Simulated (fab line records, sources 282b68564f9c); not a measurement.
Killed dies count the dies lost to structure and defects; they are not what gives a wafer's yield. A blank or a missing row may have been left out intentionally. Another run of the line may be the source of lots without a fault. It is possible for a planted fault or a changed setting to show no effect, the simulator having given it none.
The tool behind it: which one?	flow ritCmos	7 lots, 21 wafers sampled, at 1 step of a route of 202

WHAT EACH GAUGE READ, for each wafer
RIT_ACTIVE_THK_MEAS_02.
lot	measured	on	ACTIVE_OXIDE_THK (nm)
L844	day 1 22:11	filmMetro-04	46.4 45.7 45.7
L846	day 2 08:03	filmMetro-01	45.7 46.1 46.9
L848	day 2 18:05	filmMetro-03	48.0 47.2 47.6
L851	day 3 09:26	filmMetro-04	47.2 47.0 46.8
L856	day 4 12:06	filmMetro-03	47.5 47.0 47.6
L859	day 5 03:10	filmMetro-03	47.0 46.5 46.3
L865	day 6 08:43	filmMetro-01	46.7 46.1 47.3

WHAT TOOL EACH LOT RAN ON (gives the tool, then ch and the chambers of the sampled wafers, and finally the start)
Record: no process step prior to these readings.

THE ANSWER, worked out from the rows above alone
Rule: the lots themselves supply what counts as usual. Put in order of their means at a reading, lots are off if they are a third of the lots or fewer, leave a main group of 4 or more, and stand apart from it by a gap of 3 or more times the standard deviation of the main group's means; of several such gaps the widest counts. A main group is skipped when, at the precision printed for the reading in the tables above, its means are all equal. A lot without any number at a reading at which 4 lots or more have one is off too. All remaining lots with rows at the step are treated as sound.
No lot is off on any of the readings shown, so nothing can be concluded from this.

WHAT HAD BEEN PUT IN BY THE SIMULATOR
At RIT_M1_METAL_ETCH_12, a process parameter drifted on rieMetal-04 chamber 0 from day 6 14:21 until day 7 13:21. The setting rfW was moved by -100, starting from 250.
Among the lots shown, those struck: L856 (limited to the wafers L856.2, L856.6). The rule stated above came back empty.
